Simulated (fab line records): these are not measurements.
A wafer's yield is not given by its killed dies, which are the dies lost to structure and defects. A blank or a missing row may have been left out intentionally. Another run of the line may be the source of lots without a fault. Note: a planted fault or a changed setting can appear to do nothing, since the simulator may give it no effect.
What tool caused it?	flow rit cmos	13 lots, 39 wafers sampled, at 5 steps of a route of 202

## WHAT EACH GAUGE READ, for each wafer
RIT_WELLDRIVE_RS_MEAS_02: the measuring method here is four-point-probe.
lot	measured	on	PWELL_RS (ohm/sq)
L748	day 2 07:37	film metro-03	430.2 430.2 430.6
L749	day 2 11:41	film metro-04	430.1 430.5 430.6
L751	day 2 20:32	film metro-03	428.7 430.3 428.0
L752	day 3 03:03	film metro-04	431.1 430.1 430.7
L755	day 3 23:35	film metro-03	428.5 427.1 427.7
L759	day 4 23:35	film metro-04	429.3 429.4 429.5
L758	day 4 23:38	film metro-03	429.6 428.0 429.4
L761	day 5 12:41	film metro-03	429.9 428.6 428.2
L763	day 5 19:19	film metro-03	429.1 430.6 429.7
L764	day 6 00:50	film metro-02	426.0 426.9 428.5
L768	day 6 14:22	film metro-02	430.2 431.9 430.5
L770	day 7 03:58	film metro-03	429.7 430.3 431.4
L771	day 7 05:23	film metro-03	429.6 429.3 429.2

RIT_NRETRO_OVL_MEAS_06.
lot	measured	on	NRETRO_OVL (nm)
L748	day 2 08:37	overlay-02	0.6 -0.3 1.2
L749	day 2 12:58	overlay-02	0.5 1.8 -0.9
L751	day 2 21:38	overlay-02	-0.1 -1.6 -1.2
L752	day 3 04:08	overlay-02	1.2 0.6 1.7
L755	day 4 00:46	overlay-01	-2.4 -1.2 -1.0
L759	day 5 00:43	overlay-02	-1.8 -2.5 -3.2
L758	day 5 01:04	overlay-01	2.6 1.7 0.7
L761	day 5 14:02	overlay-02	4.9 2.6 2.4
L763	day 5 20:18	overlay-01	2.0 0.0 1.6
L764	day 6 01:59	overlay-01	0.1 0.4 1.7
L768	day 6 15:53	overlay-02	1.0 2.5 1.1
L770	day 7 05:06	overlay-01	-0.5 -0.4 -0.5
L771	day 7 06:30	overlay-01	0.6 2.0 0.9

RIT_GATE_THK_MEAS_09.
lot	measured	on	GATE_POLY_THK (nm)
L748	day 2 14:59	film metro-03	254.1 254.6 255.7
L749	day 2 22:16	film metro-03	252.3 252.5 253.7
L751	day 3 07:19	film metro-03	261.6 261.5 261.2
L752	day 3 18:06	film metro-02	254.1 255.1 257.2
L755	day 4 17:02	film metro-01	256.8 254.7 254.1
L759	day 5 15:46	film metro-03	260.2 257.8 258.7
L758	day 5 15:47	film metro-01	261.0 259.6 258.6
L761	day 6 03:44	film metro-01	256.5 258.0 256.6
L763	day 6 07:40	film metro-02	257.6 259.3 257.5
L764	day 6 11:11	film metro-03	254.2 256.3 254.5
L768	day 7 02:38	film metro-01	254.8 252.6 253.8
L770	day 7 14:24	film metro-02	255.4 256.4 257.3
L771	day 7 14:23	film metro-03	254.2 256.3 253.3

RIT_GATE_CD_MEAS_16: target cd 150 nm.
lot	measured	on	cd nm (nm)
L748	day 2 16:01	cd sem-01	152.7 152.6 150.2
L749	day 2 23:13	cd sem-02	151.0 151.5 150.5
L751	day 3 08:14	cd sem-02	149.5 151.0 150.0
L752	day 3 19:10	cd sem-02	151.6 152.1 151.8
L755	day 4 18:14	cd sem-02	145.7 145.0 144.5
L759	day 5 17:06	cd sem-02	150.9 151.3 148.2
L758	day 5 17:00	cd sem-01	151.2 152.5 151.2
L761	day 6 05:10	cd sem-01	128.2 129.0 124.3
L763	day 6 08:35	cd sem-02	152.0 149.3 150.5
L764	day 6 12:30	cd sem-01	150.9 148.8 149.1
L768	day 7 03:41	cd sem-02	150.8 151.4 151.8
L770	day 7 15:40	cd sem-02	151.2 148.2 149.0
L771	day 7 15:47	cd sem-01	147.6 148.3 145.7

## WHICH TOOL RAN EACH LOT (tool, then ch and the chambers of the sampled wafers, then the start)
lot	RIT_GATE_EXPOSE_13
L748	iline stepper-02 ch 0, day 2 15:37
L749	iline stepper-02 ch 0, day 2 22:49
L751	iline stepper-02 ch 0, day 3 07:50
L752	iline stepper-01 ch 0, day 3 18:46
L755	iline stepper-01 ch 0, day 4 17:44
L759	iline stepper-01 ch 0, day 5 16:40
L758	iline stepper-01 ch 0, day 5 16:35
L761	iline stepper-01 ch 0, day 6 04:46
L763	iline stepper-01 ch 0, day 6 08:11
L764	iline stepper-02 ch 0, day 6 11:56
L768	iline stepper-01 ch 0, day 7 03:17
L770	iline stepper-02 ch 0, day 7 15:00
L771	iline stepper-01 ch 0, day 7 15:21
- RIT_GATE_EXPOSE_13: exposes mask M6, target cd 150 nm.

## AS READ BY THE TOOLS THEMSELVES (means over the sampled wafers that have a number; for cases with no such wafer, the mark the record gives instead)
The record holds no such reading with a usual standard deviation.

## THE ANSWER, worked out from the rows above alone
Rule: the lots themselves supply what counts as usual. The widest of any qualifying gaps counts: lots, ordered by their means at a reading, are off when they make up no more than a third of the lots, leave a main group of 4 or more, and stand apart from it by 3 or more times the standard deviation of that group's means. The tables above print the reading to a certain number of digits; a main group whose means all agree to those digits is not used. A lot without any number at a reading at which 4 lots or more have one is off too. The other lots that the step has rows for count as sound. First the gauges in route order, then the tools' own readings, where a lot's mean is used as printed above. At the first step where some lot is off, the reading lying furthest off is the one used; lots without a number count as furthest.
Off: L761, at RIT_GATE_CD_MEAS_16 (cd nm). The main group has a mean of 150.0 nm with a standard deviation of 1.9.
If a tool, at a process step before that reading, ran all the lots that are off and no sound lot after the first of them, it fits. Gauges at RIT_GATE_CD_MEAS_16: tried the same way as those tools. Of those tried, none fits.

## WHAT THE SIMULATOR HAD PUT IN
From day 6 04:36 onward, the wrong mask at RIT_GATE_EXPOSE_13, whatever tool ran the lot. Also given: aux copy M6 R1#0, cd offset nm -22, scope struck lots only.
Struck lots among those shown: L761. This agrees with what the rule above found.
